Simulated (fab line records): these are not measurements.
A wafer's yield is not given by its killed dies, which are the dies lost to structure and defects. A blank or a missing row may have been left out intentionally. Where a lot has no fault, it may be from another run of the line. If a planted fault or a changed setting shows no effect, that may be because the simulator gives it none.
Which tool did it? | flow berkeleyCmos170 | Sampling: 7 lots, 21 wafers, 3 of 331 route steps

## WHAT THE GAUGES READ, wafer by wafer
UCB170_NSD_TW_MEAS_10.
lot  | measured     | on           | NSD_TW
L188 | day 7 14:44  | filmMetro-01 | 4197 4184 4181
L190 | day 7 22:52  | filmMetro-02 | 4187 4181 4180
L195 | day 9 01:30  | filmMetro-02 | 4176 4178 4163
L200 | day 9 08:11  | filmMetro-04 | 4171 4166 4160
L204 | day 10 18:04 | filmMetro-01 | 4043 4082 4061
L207 | day 11 23:55 | filmMetro-04 | 4189 4184 4199
L208 | day 12 05:40 | filmMetro-02 | 4171 4163 4173

## EACH LOT AND THE TOOL THAT RAN IT (in order: tool; ch and the chambers of the sampled wafers; start)
lot  | UCB170_NSD_IMPLANT_08           | UCB170_NSD_STRIP_09
L188 | implanter-02 ch 0, day 7 14:29  | plasmaAsher-01 ch 1, day 7 14:38
L190 | implanter-02 ch 0, day 7 22:38  | plasmaAsher-02 ch 0,1, day 7 22:46
L195 | implanter-01 ch 0, day 9 01:15  | plasmaAsher-02 ch 0,1, day 9 01:24
L200 | implanter-03 ch 0, day 9 07:56  | plasmaAsher-01 ch 0,1, day 9 08:05
L204 | implanter-02 ch 0, day 10 17:49 | plasmaAsher-02 ch 0,1, day 10 17:58
L207 | implanter-01 ch 0, day 11 23:42 | plasmaAsher-04 ch 0,1, day 11 23:50
L208 | implanter-01 ch 0, day 12 05:25 | plasmaAsher-02 ch 0,1, day 12 05:34
- UCB170_NSD_IMPLANT_08
- UCB170_NSD_STRIP_09: strips in O2.

## THE ANSWER, worked out from the rows above alone
Rule: what is usual is taken from the lots themselves. The widest of any qualifying gaps counts: lots, ordered by their means at a reading, are off when they make up no more than a third of the lots, leave a main group of 4 or more, and stand apart from it by 3 or more times the standard deviation of that group's means. Not used: any main group whose means are identical at the precision the tables above print for the reading. A lot without any number at a reading at which 4 lots or more have one is off too. Any other lot the step has rows for is counted as sound.
Off: L204, at UCB170_NSD_TW_MEAS_10 (NSD_TW). For the main group the mean is 4178 and the standard deviation 9.4.
If a tool, at a process step before that reading, ran all the lots that are off and no sound lot after the first of them, it fits. The gauges at UCB170_NSD_TW_MEAS_10 are tried like those tools. Can't be told from this: 2 tools fit, implanter-02 at UCB170_NSD_IMPLANT_08, filmMetro-01 at UCB170_NSD_TW_MEAS_10.

## WHAT WAS PUT IN BY THE SIMULATOR
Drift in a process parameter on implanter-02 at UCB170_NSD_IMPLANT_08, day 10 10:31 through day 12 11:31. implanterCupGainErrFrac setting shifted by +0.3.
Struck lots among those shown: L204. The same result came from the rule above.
